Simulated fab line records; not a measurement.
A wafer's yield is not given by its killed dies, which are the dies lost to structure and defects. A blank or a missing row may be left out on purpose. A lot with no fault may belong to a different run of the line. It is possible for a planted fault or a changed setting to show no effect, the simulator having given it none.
Tool commonality check | flow berkeleyCmos170 | Lots sampled 15, wafers sampled 45

WHY IT WAS OPENED
At UCB170_NWELL_THK_MEAS_05 the reading NWELL_NITRIDE_THK is flagged on 3 of 15 lots. Fault-free wafers read 223.3 nm, with a standard deviation of 2.4.
Rule: a lot gets a flag if all its wafers with a number sit over 4 standard deviations from that mean, or if no wafer of it has a number. The rest of the lots are taken to be sound.

lot  | measured    | on           | NWELL_NITRIDE_THK (nm), wafer by wafer | flag
L175 | day 2 09:41 | filmMetro-04 | 227.5 226.7 226.2                      | 
L176 | day 2 11:49 | filmMetro-01 | 451.7 447.4 450.3                      | FLAGGED
L178 | day 2 17:31 | filmMetro-04 | 227.4 227.3 226.8                      | 
L177 | day 2 19:37 | filmMetro-02 | 444.3 444.2 447.5                      | FLAGGED
L183 | day 4 01:30 | filmMetro-04 | 450.2 450.8 447.9                      | FLAGGED
L184 | day 4 03:56 | filmMetro-02 | 227.2 225.5 225.8                      | 
L187 | day 5 00:32 | filmMetro-04 | 223.9 224.4 224.2                      | 
L189 | day 5 11:33 | filmMetro-01 | 223.9 223.8 222.6                      | 
L191 | day 5 21:59 | filmMetro-04 | 224.0 223.0 221.9                      | 
L193 | day 6 05:07 | filmMetro-04 | 223.4 222.2 223.2                      | 
L194 | day 6 11:28 | filmMetro-01 | 222.5 221.8 221.8                      | 
L195 | day 6 11:28 | filmMetro-02 | 225.7 225.8 226.5                      | 
L196 | day 6 22:44 | filmMetro-01 | 221.5 221.0 221.0                      | 
L197 | day 6 22:46 | filmMetro-02 | 222.2 220.6 220.8                      | 
L198 | day 7 07:24 | filmMetro-04 | 222.6 221.8 223.5                      | 
The mean of the flagged lots' numbers is 448.3 nm, +225.0 nm from the usual (+94 standard deviations).

WHICH TOOL EACH LOT WENT THROUGH
The record keeps 1 process step preceding the reading, out of 331 steps on the route. Each cell gives the tool, then ch followed by the chambers the sampled wafers passed through, then the start.
lot  | flag    | UCB170_NWELL_CVD_04
L175 |         | lpcvd-02 ch 1, day 2 07:45
L176 | FLAGGED | lpcvd-02 ch 1, day 2 07:45
L178 |         | lpcvd-01 ch 1, day 2 15:35
L177 | FLAGGED | lpcvd-01 ch 1, day 2 15:35
L183 | FLAGGED | lpcvd-01 ch 0, day 3 20:27 and lpcvd-02 ch 0, day 3 23:33
L184 |         | lpcvd-02 ch 0, day 4 01:01
L187 |         | lpcvd-02 ch 0, day 4 22:36
L189 |         | lpcvd-01 ch 1, day 5 09:36
L191 |         | lpcvd-02 ch 0, day 5 20:04
L193 |         | lpcvd-01 ch 1, day 6 03:11
L194 |         | lpcvd-02 ch 1, day 6 09:31
L195 |         | lpcvd-02 ch 0, day 6 09:31
L196 |         | lpcvd-01 ch 1, day 6 20:48
L197 |         | lpcvd-01 ch 1, day 6 20:48
L198 |         | lpcvd-02 ch 0, day 7 05:28
These steps, and what they do:
- UCB170_NWELL_CVD_04: deposits Si3N4 from SiH2Cl2/NH3, target thk 224 nm, time 3360 s.
- UCB170_NWELL_THK_MEAS_05

FLAGGED AGAINST TOTAL, ONE TOOL AT A TIME (gauges that did the reading follow at the end)
step                     | tool         | lots run | flagged | share of the flagged lots | sound lots run after its first flagged lot
UCB170_NWELL_CVD_04      | lpcvd-01     | 7        | 2       | some                      | 4 (L189,L193,L196,L197)
UCB170_NWELL_CVD_04      | lpcvd-02     | 9        | 2       | some                      | 6 (L184,L187,L191,L194,L195,L198)
UCB170_NWELL_THK_MEAS_05 | filmMetro-01 | 4        | 1       | some                      | 3 (L189,L194,L196)
UCB170_NWELL_THK_MEAS_05 | filmMetro-02 | 4        | 1       | some                      | 3 (L184,L195,L197)
UCB170_NWELL_THK_MEAS_05 | filmMetro-04 | 7        | 1       | some                      | 4 (L187,L191,L193,L198)

WHAT THE TABLE PERMITS
No row of the table ran every flagged lot.

WHAT THE SIMULATOR HAD INSERTED
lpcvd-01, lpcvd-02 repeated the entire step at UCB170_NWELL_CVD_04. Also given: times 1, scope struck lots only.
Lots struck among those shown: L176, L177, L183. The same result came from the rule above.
